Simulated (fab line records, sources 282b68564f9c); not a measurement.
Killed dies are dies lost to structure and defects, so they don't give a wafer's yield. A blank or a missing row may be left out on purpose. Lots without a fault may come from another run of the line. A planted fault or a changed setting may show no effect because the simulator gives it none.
fab line records | flow rit_cmos
record lots=7 wafers=21 last_day=6
route steps=202 shown GATE@96 REOX@98 NLDD@103
lots that met no fault: from a run of the same line without faults
start_h: hours from the record's first day to the start of the lot's first wafer shown | wait_h: hours since the lot's step before | " the same as in the row above | L1.1+2: a row that stands for several wafers | - no value, or no start given | * or withheld: withheld | < > ~ a bound
route shown NAME@n: a module of which the file shows steps, and the number in the route of the first | usual: mean/standard deviation of fault-free wafers | same: alike in all rows | chamber/n: place in a boat | sites: the reading at each site | _std_site: their standard deviation | _edge_site: outer sites' mean less inner sites' | radius_mm: how far each site lies from the wafer's centre | mask NAME#n: copy n | behind: the tool/chamber that last shaped the wafer | hold: why the lot was held/for how many hours/how that ended | device: the transistor (n, p or np) that didn't switch | end of line: the same wafers' tests at the end of the route | a step without rows: its recipe alone | killed: dies lost to structure and defects at the first sort, not the wafer's yield | map: a wafer's dies, x killed, . not, _ none there
set.NAME: the setting as run; set.NAME@STEP: as run at that earlier step | model.NAME: the simulator's own value behind a step, which no gauge read
lots at some steps of the route; a table a step, a row a wafer
services: from which hour (start_h, from the record's first day; less than 0 if before it) a tool's chamber was out of use, for how many hours, and why
## steps
# step RIT_GATE_STRIP_20
# recipe chemistry=O2 time_s=180 resist=NOVOLAK platen_temp_c=withheld power_w=500 pressure_mtorr=4000 o2_flow_sccm=4000
# usual drypump_motor_current_A=6.0/0.51 rf_refl_power_W=6.3/1.4
# columns lot.wafer tool chamber start_h wait_h drypump_motor_current_A rf_hours_counter_h rf_refl_power_W
L565.1 plasma_asher-04 0 44.00 0.1 6.3 25 6.7
L565.2 " 1 " " 5.3 25 4.7
L565.3 " 0 " " 6.3 - 6.6
L574.1 plasma_asher-03 1 91.52 0.1 6.5 46 5.6
L574.3 " 0 " " 6.2 - 5.6
L574.4 " 1 " " 6.6 - 5.6
L577.3 plasma_asher-01 1 106.05 0.1 6.5 - 9.2
L577.4 " 0 " " 5.6 - 7.1
L577.6 " 1 " " 6.5 - 8.7
L578.2 plasma_asher-04 1 108.92 0.1 5.3 33 4.7
L578.3 " 1 " " 5.3 - 4.7
L578.5 " 0 " " 6.3 - 6.8
L579.1 plasma_asher-01 1 112.93 0.1 6.5 50 8.8
L579.3 " 0 " " 5.6 - 6.9
L579.6 " 0 " " 5.6 - 7.1
L580.3 plasma_asher-04 1 119.73 0.1 5.3 - 4.8
L580.5 " 0 " " 6.3 - 6.6
L580.6 " 1 " " 5.3 - 4.8
L581.2 plasma_asher-01 1 123.57 0.1 6.5 52 8.9
L581.3 " 1 " " 6.5 - 8.7
L581.4 " 0 " " 5.5 - 6.9
# step RIT_GATE_CD_MEAS_90
# recipe target_cd_nm=150
# usual cd_nm=149.7/2.5
# columns lot.wafer tool chamber start_h wait_h cd_nm
L565.1 cd_sem-02 - 44.17 0.1 150.7
L565.2 " - " " 150.1
L565.3 " - " " 151.5
L574.1 cd_sem-01 - 91.69 0.1 154.6
L574.3 " - " " 152.2
L574.4 " - " " 151.2
L577.3 cd_sem-02 - 106.21 0.1 150.0
L577.4 " - " " 148.9
L577.6 " - " " 150.3
L578.2 cd_sem-02 - 109.11 0.1 145.3
L578.3 " - " " 144.0
L578.5 " - " " 146.1
L579.1 cd_sem-01 - 113.10 0.1 148.2
L579.3 " - " " 148.0
L579.6 " - " " 146.2
L580.3 cd_sem-01 - 119.89 0.1 147.9
L580.5 " - " " 146.7
L580.6 " - " " 147.8
L581.2 cd_sem-02 - 123.76 0.1 148.8
L581.3 " - " " 148.5
L581.4 " - " " 148.5
# step RIT_REOX_CLEAN_00
# recipe chemistry=SC1 mix=3:3:50 time_s=600 temp_c=75
# step RIT_REOX_CLEAN_01
# recipe chemistry=dHF dilution=50:1 time_s=30
# step RIT_REOX_CLEAN_02
# recipe chemistry=SC2 mix=3:3:50 time_s=600 temp_c=75 dry=n2_spin
# step RIT_REOX_OXIDATION_03
# recipe temp_c=900 ambient=O2 target_thk_a=252 ox_time_s=5580
# step RIT_REOX_THK_MEAS_04
# recipe reads=SiO2_of_REOX_OXIDATION_03
# usual REOX_OXIDE_THK=25.3/0.42
# columns lot.wafer tool chamber start_h wait_h REOX_OXIDE_THK[nm]
L565.1 film_metro-04 - 47.28 0.0 24.7
L565.2 " - " " 24.9
L565.3 " - " " 24.4
L574.1 film_metro-03 - 94.97 0.0 25.2
L574.3 " - " " 25.8
L574.4 " - " " 25.5
L577.3 film_metro-02 - 109.62 0.0 25.1
L577.4 " - " " 24.8
L577.6 " - " " 24.8
L578.2 film_metro-02 - 112.41 0.0 25.0
L578.3 " - " " 25.1
L578.5 " - " " 25.2
L579.1 film_metro-04 - 116.16 0.0 24.6
L579.3 " - " " 24.9
L579.6 " - " " 25.3
L580.3 film_metro-03 - 123.06 0.0 24.3
L580.5 " - " " 24.4
L580.6 " - " " 24.4
L581.2 film_metro-02 - 127.01 0.0 24.9
L581.3 " - " " 25.4
L581.4 " - " " 25.2
# step RIT_NLDD_HMDS_00
# recipe prime_time_s=60 prime_temp_c=140
# step RIT_NLDD_COAT_01
# recipe resist=NOVOLAK spin_rpm=3250 resist_thk_nm=1000
# step RIT_NLDD_SOFTBAKE_02
# recipe resist=NOVOLAK temp_c=90 time_s=60
# step RIT_NLDD_EXPOSE_03
# recipe mask_id=M7 na=0.57 target_cd_nm=40700 dose_mj=250
# step RIT_NLDD_PEB_04
# recipe resist=NOVOLAK temp_c=withheld time_s=withheld
# step RIT_NLDD_DEVELOP_05
# recipe resist=NOVOLAK develop_time_s=50 dev_temp_c=23
# usual chill_plate_temp_C=22.98/0.11 develop_time_s=50/0
# columns lot.wafer tool chamber start_h wait_h chill_plate_temp_C develop_time_s
L565.1 litho_track-02 0 48 - 23.03 50
L565.2 " 0 " " 22.90 50
L565.3 " 0 " " 23.01 50
L574.1 litho_track-01 0 95 - 22.95 50
L574.3 " 0 " " 22.95 50
L574.4 " 0 " " 23.14 50
L577.3 litho_track-04 - 110 - - -
L577.4 " - " " - -
L577.6 " - " " - -
L578.2 litho_track-04 - 113 - - -
L578.3 " - " " - -
L578.5 " - " " - -
L579.1 litho_track-02 - 117 - - -
L579.3 " - " " - -
L579.6 " - " " - -
L580.3 litho_track-04 0 124 - 22.92 50
L580.5 " 0 " " 22.94 50
L580.6 " 0 " " 22.92 50
L581.2 litho_track-02 0 127 - 22.96 50
L581.3 " 0 " " 23.09 50
L581.4 " 0 " " 22.92 50
# step RIT_NLDD_OVL_MEAS_06
# usual NLDD_OVL=-1.8/1.2
# columns lot.wafer tool chamber start_h wait_h NLDD_OVL[nm]
L565.1 overlay-02 - 48.37 - -2.4
L565.2 " - " " -2.0
L565.3 " - " " -2.1
L574.1 overlay-02 - 96.01 - -3.5
L574.3 " - " " -0.8
L574.4 " - " " -2.3
L577.3 overlay-01 - 110.72 - -
L577.4 " - " " -
L577.6 " - " " -
L578.2 overlay-01 - 113.32 - -
L578.3 " - " " -
L578.5 " - " " -
L579.1 overlay-01 - 117.19 - -
L579.3 " - " " -
L579.6 " - " " -
L580.3 overlay-01 - 124.15 - -1.4
L580.5 " - " " -2.1
L580.6 " - " " -0.7
L581.2 overlay-01 - 127.92 - -0.6
L581.3 " - " " -1.0
L581.4 " - " " -2.6
## services
# columns tool chamber start_h hours kind
plasma_asher-04 - 28.31 5.7 repair
plasma_asher-03 - 70.37 1.0 repair
plasma_asher-03 - 93.07 7.8 repair
## key
first_sign step=RIT_NLDD_DEVELOP_05 reading=tool_record direction=missing
effect none on later readings
met_at RIT_NLDD_DEVELOP_05
struck_wafers L577.3,L577.4,L577.6,L578.2,L578.3,L578.5,L579.1,L579.3,L579.6
sort_left_out L577.3,L577.4,L577.6,L578.2,L578.3,L578.5,L579.1,L579.3,L579.6
tester_left_out L577,L578,L579
onset_between 48 110
fault kind=skipped_step_whole tool=litho_track-02,litho_track-04 chamber=- onset_h=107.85 steps=RIT_NLDD_DEVELOP_05 scope=struck_lots_only
# tester_left_out: of these lots the tester's yield and bins aren't shown, on N5 and GAA mostly nor the transistor test; their killed dies are dies lost to structure and defects alone, not to doping, threshold or leakage, so they don't give the yield
# sort_left_out: the simulated sort isn't trusted on such a fault, so these wafers' sort isn't shown, and their yield isn't known
